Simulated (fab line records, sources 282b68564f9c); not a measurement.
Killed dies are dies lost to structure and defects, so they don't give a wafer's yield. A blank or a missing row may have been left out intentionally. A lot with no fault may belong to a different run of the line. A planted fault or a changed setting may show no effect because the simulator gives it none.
fab line records	flow ritCmos
record lots=7	wafers=21	lastDay=8
route steps=202 shown ACTIVE@1 M1@202
lots with no fault: from the same line, run without faults
startH: hours from the record's opening day to when the first of the lot's shown wafers began	waitH: how many hours have passed since the lot's step before this one	" the same as in the row above	L1.1+2: a row that stands for several wafers	- no value present, or no start provided	* or withheld: withheld	< > ~ a bound
route shown NAME@n: a module of which the file shows steps, and the number in the route of the first	usual: mean/standard deviation of fault-free wafers	same: alike in all rows	chamber/n: place in a boat	sites: each site's reading	_std_site: standard deviation of those values	_edge_site: the outer-site mean with the inner-site mean subtracted	radiusMm: for every site, how far away it sits from the centre of the wafer	mask NAME#n: copy n	behind: the most recent tool/chamber to have shaped the wafer	hold: reason for holding the lot/hours on hold/outcome of the hold	device: transistor that didn't switch, given as n, p or np	end of line: the route-end tests of the same wafers	where a step has no rows: the recipe by itself	killed: dies that structure and defects cost at the first sort, which is not the same as the wafer's yield	map: shows each die of a wafer: x if killed, . if not, _ if none is there
set.NAME: setting as actually run; set.NAME@STEP: the setting as run at that earlier step	model.NAME: the simulator's own value behind a step, which no gauge read
certain route steps with their lots: each step a table, each wafer a row
services: a tool's chamber out of use, with start hour (startH, from the record's first day; less than 0 if before it), hours out, and reason
## steps
# step RIT_ACTIVE_BOW_MEAS_00
# recipe mode=bow
# usual INCOMING_BOW=1/5.9
lot.wafer	tool	chamber	startH	waitH	INCOMING_BOW[um]
L843.1	filmMetro-04	-	60.00	-	4
L843.2	"	-	"	"	-1
L843.6	"	-	"	"	0
L848.1	filmMetro-03	-	85.00	-	12
L848.2	"	-	"	"	0
L848.3	"	-	"	"	9
L851.3	filmMetro-04	-	100.04	-	-13
L851.4	"	-	"	"	13
L851.5	"	-	"	"	2
L852.4	filmMetro-03	-	105.06	-	-6
L852.5	"	-	"	"	15
L852.6	"	-	"	"	3
L853.2	filmMetro-04	-	110.02	-	12
L853.4	"	-	"	"	-1
L853.5	"	-	"	"	-8
L854.1	filmMetro-01	-	115.00	-	3
L854.2	"	-	"	"	1
L854.4	"	-	"	"	4
L856.4	filmMetro-01	-	125.06	-	3
L856.5	"	-	"	"	-1
L856.6	"	-	"	"	-4
# step RIT_ACTIVE_OXIDATION_01
# recipe tempC=1004	ambient=O2	targetThkA=468	oxTimeS=3360
# step RIT_ACTIVE_THK_MEAS_02
# recipe reads=SiO2_of_ACTIVE_OXIDATION_01
# usual ACTIVE_OXIDE_THK=48.8/0.71
lot.wafer	tool	chamber	startH	waitH	ACTIVE_OXIDE_THK[nm]
L843.1	filmMetro-01	-	64.13	0.0	48.3
L843.2	"	-	"	"	49.1
L843.6	"	-	"	"	49.0
L848.1	filmMetro-04	-	88.09	0.0	49.0
L848.2	"	-	"	"	49.2
L848.3	"	-	"	"	49.5
L851.3	filmMetro-04	-	103.11	0.0	49.6
L851.4	"	-	"	"	49.7
L851.5	"	-	"	"	49.5
L852.4	filmMetro-01	-	107.85	0.0	49.4
L852.5	"	-	"	"	49.1
L852.6	"	-	"	"	49.6
L853.2	filmMetro-04	-	112.32	0.0	48.2
L853.4	"	-	"	"	48.3
L853.5	"	-	"	"	47.9
L854.1	filmMetro-04	-	118.34	0.0	49.6
L854.2	"	-	"	"	50.7
L854.4	"	-	"	"	50.5
L856.4	filmMetro-01	-	127.47	0.0	48.4
L856.5	"	-	"	"	49.3
L856.6	"	-	"	"	48.9
# step RIT_ACTIVE_CVD_03
# recipe material=Si3N4	targetThkNm=150	tempC=810	precursor=SiH2Cl2/NH3	timeS=1500	pressureMtorr=287.7	sih2cl2FlowSccm=60	nh3FlowSccm=150
# step RIT_ACTIVE_THK_MEAS_04
# recipe reads=Si3N4_of_ACTIVE_CVD_03
# usual ACTIVE_NITRIDE_THK=148.2/1.1
lot.wafer	tool	chamber	startH	waitH	ACTIVE_NITRIDE_THK[nm]
L843.1	filmMetro-01	-	66.36	0.0	149.5
L843.2	"	-	"	"	151.1
L843.6	"	-	"	"	148.5
L848.1	filmMetro-01	-	89.57	0.0	147.4
L848.2	"	-	"	"	146.9
L848.3	"	-	"	"	149.1
L851.3	filmMetro-01	-	104.59	0.0	148.2
L851.4	"	-	"	"	147.1
L851.5	"	-	"	"	147.1
L852.4	filmMetro-03	-	109.33	0.0	147.4
L852.5	"	-	"	"	147.7
L852.6	"	-	"	"	148.2
L853.2	filmMetro-04	-	113.79	0.0	145.8
L853.4	"	-	"	"	146.6
L853.5	"	-	"	"	146.0
L854.1	filmMetro-04	-	119.82	0.0	147.3
L854.2	"	-	"	"	147.9
L854.4	"	-	"	"	148.6
L856.4	filmMetro-03	-	129.51	0.0	147.6
L856.5	"	-	"	"	148.2
L856.6	"	-	"	"	148.0
# step RIT_ACTIVE_HMDS_05
# recipe primeTimeS=60	primeTempC=140
# step RIT_ACTIVE_COAT_06
# recipe resist=NOVOLAK	spinRpm=3250	resistThkNm=1000
# usual resistLineTempC=23.01/0.11	spinSpeedRpm=3249.7/2.8
lot.wafer	tool	chamber	startH	waitH	resistLineTempC	spinSpeedRpm	model.NOVOLAK_of_ACTIVE_COAT_06.thkNm
L843.1	lithoTrack-02	0	66.57	0.1	23.14	3251.3	1001
L843.2	"	0	"	"	23.17	3250.8	1000
L843.6	"	0	"	"	23.15	3245.8	1001
L848.1	lithoTrack-04	0	89.78	0.1	22.95	3249.6	1004
L848.2	"	0	"	"	22.97	3250.7	999.7
L848.3	"	0	"	"	22.92	3250.1	1001
L851.3	lithoTrack-02	0	104.83	0.1	23.03	3525.7	958.3
L851.4	"	0	"	"	23.01	3519.3	958.2
L851.5	"	0	"	"	23.01	3521.2	959
L852.4	lithoTrack-02	0	109.58	0.1	23.09	3525.0	957.8
L852.5	"	0	"	"	23.08	3528.3	958.6
L852.6	"	0	"	"	23.11	3527.9	959.7
L853.2	lithoTrack-02	0	114.02	0.1	22.93	3520.8	960.7
L853.4	"	0	"	"	22.99	3523.2	959.7
L853.5	"	0	"	"	22.99	3529.4	961.8
L854.1	lithoTrack-03	0	120.03	0.1	23.11	3248.6	993.4
L854.2	"	0	"	"	23.07	3248.4	995.8
L854.4	"	0	"	"	23.06	3248.5	996.8
L856.4	lithoTrack-04	0	129.76	0.1	22.99	3246.8	998.9
L856.5	"	0	"	"	23.03	3250.1	997.3
L856.6	"	0	"	"	23.16	3251.7	996.2
# step RIT_ACTIVE_SOFTBAKE_07
# recipe resist=NOVOLAK	tempC=90	timeS=60
# step RIT_ACTIVE_EXPOSE_08
# recipe maskId=M1	na=0.6	sourceShape=conventional	sigmaOuter=0.6	targetCdNm=1400	doseMj=225
# step RIT_ACTIVE_PEB_09
# recipe resist=NOVOLAK	tempC=withheld	timeS=withheld
# step RIT_ACTIVE_DEVELOP_10
# recipe resist=NOVOLAK	developTimeS=50	devTempC=23
# step RIT_ACTIVE_CD_MEAS_11
# recipe targetCdNm=1400
# usual cdNm=1400.1/2.1
lot.wafer	tool	chamber	startH	waitH	cdNm
L843.1	cdSem-02	-	67.39	-	1398.8
L843.2	"	-	"	"	1399.0
L843.6	"	-	"	"	1400.9
L848.1	cdSem-02	-	90.65	-	1399.2
L848.2	"	-	"	"	1400.3
L848.3	"	-	"	"	1400.0
L851.3	cdSem-01	-	105.64	-	1395.5
L851.4	"	-	"	"	1393.0
L851.5	"	-	"	"	1393.9
L852.4	cdSem-02	-	110.39	-	1398.2
L852.5	"	-	"	"	1399.1
L852.6	"	-	"	"	1397.6
L853.2	cdSem-01	-	114.84	-	1397.2
L853.4	"	-	"	"	1397.2
L853.5	"	-	"	"	1398.6
L854.1	cdSem-02	-	120.73	-	1397.8
L854.2	"	-	"	"	1395.9
L854.4	"	-	"	"	1399.3
L856.4	cdSem-01	-	130.56	-	1398.6
L856.5	"	-	"	"	1398.3
L856.6	"	-	"	"	1400.2
# step RIT_ACTIVE_HARDBAKE_12
# recipe resist=NOVOLAK	tempC=140	timeS=60
# step RIT_ACTIVE_ETCH_13
# recipe stopOn=SiO2	chemistry=SF6	target=Si3N4	timeS=210	overEtchFrac=0.4	SF6_flow_sccm=200	pressureMtorr=260	rfW=125	targetDepthA=2100
# usual SF6_flow_sccm=199.9/0.59	drypumpMotorCurrentA=6.0/0.5	oesProductAu=0.815/0.011	throttleValvePct=7.53/0.12
lot.wafer	tool	chamber	startH	waitH	SF6_flow_sccm	drypumpMotorCurrentA	oesProductAu	rfHoursCounterH	throttleValvePct	model.NOVOLAK_of_ACTIVE_COAT_06.thkNm
L843.1	rieDiel-03	3	67.66	0.1	200.4	5.9	0.829	4	7.65	655.9
L843.2	"	1	"	"	199.7	6.0	0.813	90	7.53	656.6
L843.6	"	2	"	"	200.7	6.7	0.808	-	7.37	655.1
L848.1	rieDiel-03	0	90.92	0.1	199.6	5.1	0.798	13	7.59	659.8
L848.2	"	2	"	"	199.8	6.7	0.806	4	7.37	652.9
L848.3	"	3	"	"	200.4	5.9	0.830	5	7.66	654.4
L851.3	rieDiel-03	1	105.87	0.1	199.2	6.1	0.812	91	7.52	618.5
L851.4	"	3	"	"	200.4	5.9	0.826	5	7.66	617.7
L851.5	"	1	"	"	199.7	6.1	0.813	-	7.54	619
L852.4	rieDiel-03	2	110.79	0.1	199.9	6.7	0.811	-	7.38	617
L852.5	"	1	"	"	200.4	6.0	0.805	-	7.55	619.7
L852.6	"	3	"	"	199.7	5.9	0.828	-	7.66	619.3
L853.2	rieDiel-03	2	115.09	0.1	200.3	6.7	0.803	4	7.38	620.4
L853.4	"	2	"	"	200.8	6.7	0.811	-	7.37	617.6
L853.5	"	1	"	"	199.7	6.1	0.806	-	7.53	620.8
L854.1	rieDiel-03	0	121.00	0.1	200.1	5.1	0.798	14	7.60	647.7
L854.2	"	1	"	"	199.3	6.0	0.813	91	7.54	651.5
L854.4	"	3	"	"	199.6	5.9	0.821	5	7.66	649.2
L856.4	rieDiel-03	3	130.78	0.1	199.1	5.9	0.832	6	7.67	655.5
L856.5	"	1	"	"	199.1	6.0	0.815	-	7.53	654.7
L856.6	"	2	"	"	199.2	6.7	0.811	-	7.38	653.8
# step RIT_ACTIVE_STRIP_14
# recipe chemistry=O2	timeS=180	resist=NOVOLAK	platenTempC=withheld	powerW=500	pressureMtorr=4000	o2FlowSccm=4000
# usual drypumpMotorCurrentA=5.89/0.22
lot.wafer	tool	chamber	startH	waitH	drypumpMotorCurrentA	rfHoursCounterH
L843.1	plasmaAsher-03	0	67.79	0.1	5.84	42
L843.2	"	1	"	"	5.75	42
L843.6	"	1	"	"	5.75	-
L848.1	plasmaAsher-01	1	91.05	0.1	6.45	45
L848.2	"	0	"	"	5.73	45
L848.3	"	0	"	"	5.73	-
L851.3	plasmaAsher-03	0	106.06	0.1	5.82	-
L851.4	"	1	"	"	5.76	-
L851.5	"	0	"	"	5.84	-
L852.4	plasmaAsher-02	1	110.91	0.1	5.96	-
L852.5	"	1	"	"	5.92	-
L852.6	"	0	"	"	5.79	-
L853.2	plasmaAsher-02	1	115.22	0.1	5.97	50
L853.4	"	0	"	"	5.74	-
L853.5	"	1	"	"	5.93	-
L854.1	plasmaAsher-02	0	121.13	0.1	5.76	51
L854.2	"	1	"	"	5.95	51
L854.4	"	0	"	"	5.76	-
L856.4	plasmaAsher-02	0	130.97	0.1	5.78	-
L856.5	"	1	"	"	5.91	-
L856.6	"	0	"	"	5.76	-
# step RIT_M1_PROBE_99
# usual killedAtFrontEnd=7.5/2.8	killedDies=7.6/2.9	killedOnRim=2.1/1.4	killedOpen=3.7/2	killedShort=3.8/2
# same grossDies=264	killed_at_M0_to_M3=0	killed_at_M4_up=0	killedAtBackSide=0	killedAtContacts=0	killedAtOther=0
lot.wafer	tool	chamber	startH	waitH	killedAtFrontEnd	killedDies	killedOnRim	killedOpen	killedShort
L843.1	prober-01	-	119.29	0.1	6	6	4	2	4
L843.2	prober-01	-	119.34	0.1	5	5	1	2	3
L843.6	prober-01	-	119.54	0.2	7	7	2	4	3
L848.1	prober-01	-	141.14	0.1	3	3	2	2	1
L848.2	prober-01	-	141.19	0.1	6	6	3	5	1
L848.3	prober-01	-	141.24	0.2	0	0	0	0	0
L851.3	prober-02	-	151.56	0.2	12	12	4	7	5
L851.4	prober-02	-	151.61	0.2	9	9	0	5	4
L851.5	prober-02	-	151.66	0.2	10	10	1	4	6
L852.4	prober-01	-	155.99	0.2	4	4	1	1	3
L852.5	prober-01	-	156.04	0.2	5	5	1	2	3
L852.6	prober-01	-	156.09	0.2	6	6	1	3	3
L853.2	prober-02	-	163.29	0.1	8	8	1	5	3
L853.4	prober-02	-	163.39	0.2	9	9	5	6	3
L853.5	prober-02	-	163.44	0.2	8	8	1	3	5
L854.1	prober-01	-	171.44	0.1	9	9	5	5	3
L854.2	prober-01	-	171.49	0.1	7	7	2	2	5
L854.4	prober-01	-	171.59	0.2	5	5	2	3	1
L856.4	prober-01	-	182.28	0.2	6	6	4	2	4
L856.5	prober-01	-	182.33	0.2	8	8	0	2	6
L856.6	prober-01	-	182.38	0.2	12	12	3	4	8
# killed by level:class
L843.1 GATE:geometricParticle:open=2 REOX:geometricParticle:short=2 GATE:geometricParticle:short=1 SPACER:geometricParticle:short=1
L843.2 GATE:geometricParticle:open=1 REOX:geometricParticle:short=1 SPACER:geometricParticle:short=1 SILICIDE:geometricParticle:short=1 SILICIDE:geometricParticle:open=1
L843.6 FOX1:geometricParticle:short=1 FOX2:geometricParticle:open=1 SPACER:geometricParticle:open=1 REOX:geometricParticle:open=1 SPACER:geometricParticle:short=1 SILICIDE:geometricParticle:short=1 SILICIDE:geometricParticle:open=1
L848.1 GATE:geometricParticle:open=2 REOX:geometricParticle:short=1
L848.2 REOX:geometricParticle:open=2 SPACER:geometricParticle:open=2 GATE:geometricParticle:open=1 SPACER:geometricParticle:short=1
L851.3 FOX1:geometricParticle:open=2 GATE:geometricParticle:open=2 SPACER:geometricParticle:open=2 SILICIDE:geometricParticle:short=2 FOX2:geometricParticle:short=1 GATE:geometricParticle:short=1 REOX:geometricParticle:open=1 SPACER:geometricParticle:short=1
L851.4 GATE:geometricParticle:open=2 GATE:geometricParticle:short=2 REOX:geometricParticle:open=2 FOX2:geometricParticle:short=1 REOX:geometricParticle:short=1 SILICIDE:geometricParticle:open=1
L851.5 GATE:geometricParticle:open=3 FOX2:geometricParticle:short=2 SPACER:geometricParticle:short=2 FOX1:geometricParticle:open=1 FOX1:geometricParticle:short=1 SILICIDE:geometricParticle:short=1
L852.4 REOX:geometricParticle:short=3 GATE:geometricParticle:open=1
L852.5 FOX2:geometricParticle:open=1 FOX2:geometricParticle:short=1 GATE:geometricParticle:open=1 GATE:geometricParticle:short=1 REOX:geometricParticle:short=1
L852.6 GATE:geometricParticle:short=2 SILICIDE:geometricParticle:open=1 GATE:geometricParticle:open=1 REOX:geometricParticle:open=1 SPACER:geometricParticle:short=1
L853.2 REOX:geometricParticle:open=4 GATE:geometricParticle:short=2 FOX1:geometricParticle:open=1 REOX:geometricParticle:short=1
L853.4 GATE:geometricParticle:open=2 REOX:geometricParticle:open=2 SPACER:geometricParticle:open=2 FOX2:geometricParticle:short=1 GATE:geometricParticle:short=1 REOX:geometricParticle:short=1
L853.5 GATE:geometricParticle:short=2 SILICIDE:geometricParticle:short=2 FOX2:geometricParticle:open=1 REOX:geometricParticle:short=1 REOX:geometricParticle:open=1 SILICIDE:geometricParticle:open=1
L854.1 GATE:geometricParticle:short=2 REOX:geometricParticle:open=2 SPACER:geometricParticle:open=2 GATE:geometricParticle:open=1 REOX:geometricParticle:short=1 NRETRO:coatMicrobubblePrinted=1
L854.2 GATE:geometricParticle:short=2 FOX1:geometricParticle:short=1 FOX2:geometricParticle:short=1 GATE:geometricParticle:open=1 SPACER:geometricParticle:short=1 SPACER:geometricParticle:open=1
L854.4 FOX1:geometricParticle:open=1 FOX2:geometricParticle:short=1 GATE:geometricParticle:open=1 SILICIDE:geometricParticle:open=1 NRETRO:coatMicrobubblePrinted=1
L856.4 FOX2:geometricParticle:short=2 GATE:geometricParticle:short=2 FOX2:geometricParticle:open=1 GATE:geometricParticle:open=1
L856.5 GATE:geometricParticle:short=4 FOX1:geometricParticle:short=1 FOX2:geometricParticle:open=1 SPACER:geometricParticle:short=1 SILICIDE:geometricParticle:open=1
L856.6 FOX2:geometricParticle:short=3 SILICIDE:geometricParticle:open=2 SILICIDE:geometricParticle:short=2 FOX1:geometricParticle:open=1 FOX1:geometricParticle:short=1 FOX2:geometricParticle:open=1 GATE:geometricParticle:short=1 SPACER:geometricParticle:short=1
## services
tool	chamber	startH	hours	kind
plasmaAsher-02	-	72.58	11.4	pm
rieDiel-03	1	87.23	1.5	repair
plasmaAsher-01	-	108.75	9.0	pm
plasmaAsher-01	0	108.75	9.0	ventCycle
plasmaAsher-01	1	108.75	9.0	ventCycle
rieDiel-03	0	109.68	10.8	repair
plasmaAsher-03	-	110.39	7.6	repair
plasmaAsher-01	0	117.75	-	clean
plasmaAsher-01	1	117.75	-	clean
## key
firstSign step=RIT_ACTIVE_COAT_06	reading=spinSpeedRpm	direction=up	sigmas=99+	usual=3249.7	struck=3524.5
effect step=RIT_ACTIVE_CD_MEAS_11	reading=cdNm	direction=down	sigmas=1.6	usual=1400.1	struck=1396.7
modelEffect step=RIT_ACTIVE_COAT_06	value=NOVOLAK_of_ACTIVE_COAT_06.thkNm	without=999.2	struck=959.3
modelEffect step=RIT_ACTIVE_ETCH_13	value=NOVOLAK_of_ACTIVE_COAT_06.thkNm	without=653.8	struck=618.9
metAt RIT_ACTIVE_COAT_06
struckWafers L851.3,L851.4,L851.5,L852.4,L852.5,L852.6,L853.2,L853.4,L853.5
testerLeftOut L851,L852,L853
onsetBetween 66.57 104.83
fault kind=processParameterDrift	tool=lithoTrack-02	chamber=-	onsetH=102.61	steps=RIT_ACTIVE_COAT_06	channel=spinRpm	offset=275.7	shape=step	endH=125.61	actsIn=theseRecipesOnly	stated=3250
# testerLeftOut: of these lots the tester's yield and bins aren't shown, on N5 and GAA mostly nor the transistor test; their killed dies are dies lost to structure and defects alone, not to doping, threshold or leakage, so they don't give the yield
